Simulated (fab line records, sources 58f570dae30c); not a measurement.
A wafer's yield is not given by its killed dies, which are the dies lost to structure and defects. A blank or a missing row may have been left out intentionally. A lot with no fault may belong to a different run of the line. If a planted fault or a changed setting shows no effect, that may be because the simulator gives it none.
One fault seen from 2 desks | flow berkeleyCmos170 | only its own numbers are on each desk; what lay behind them is given at the end

== METROLOGY DESK ==
What the gauges read for every lot (on any tool): the sampled wafers with a number, averaged. The brackets show how far a lot's mean lies from the usual mean; more than 4 standard deviations puts the lot out of limits, marked OUT.
Columns: A = SACOX_OXIDE_THK at UCB170_SACOX_THK_MEAS_02, usual 14.27 nm; B = SCREENOX_OXIDE_THK at UCB170_SCREENOX_THK_MEAS_02, usual 14.29 nm; C = NVT_OVL at UCB170_NVT_OVL_MEAS_06, usual -4 nm
lot  | first seen here | A     | B     | C
L747 | day 6 17:19     | 13.84 | 14.45 | -3
L758 | day 9 01:55     | 14.73 | 14.03 | -8
L761 | day 9 11:55     | 13.85 | 14.18 | 1
L762 | day 9 11:55     | 14.22 | 14.30 | -13
L765 | day 10 05:47    | 14.52 | 14.35 | -7
L763 | day 10 05:50    | 14.49 | 14.17 | -1
This desk's finding: nothing out of limits on any of the 6 lots.

== FOR THE TOOL OWNER'S DESK: implanter-02 ==
The tool's own readings at UCB170_NVT_IMPLANT_07, given as means over the sampled wafers that have a number, one for each lot that went through this tool. The brackets show how far a lot's mean lies from the usual mean; more than 4 standard deviations puts the lot out of limits, marked OUT.
Columns: A = beamEnergyKeV at UCB170_NVT_IMPLANT_07, usual 49.997
lot  | first seen here | A
L747 | day 7 14:32     | 49.987
L758 | day 9 10:07     | 51.673 (+99 or more) OUT
L761 | day 10 00:18    | 51.646 (+99 or more) OUT
Finding of this desk: L758, L761 out of limits; the first was L758 at day 9 10:07, on beamEnergyKeV at UCB170_NVT_IMPLANT_07. L747: within limits.

== PUT TOGETHER ==
At day 9 10:07, on L758, L761, the tool owner's desk was in a position to raise an alarm.
Nothing out of limits was seen by the metrology desk.
The metrology desk holds a record of L758, L761, inside its limits.
All the named lots went through UCB170_NVT_IMPLANT_07 on implanter-02.

== WHAT THE SIMULATOR HAD INSERTED ==
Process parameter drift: implanter-02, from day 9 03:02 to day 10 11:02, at UCB170_NVT_IMPLANT_07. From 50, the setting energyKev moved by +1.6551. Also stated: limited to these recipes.
Struck lots among those shown: L758, L761.
Hours from the fault's start to each desk's first reading out of limits: the tool owner's desk, 7.
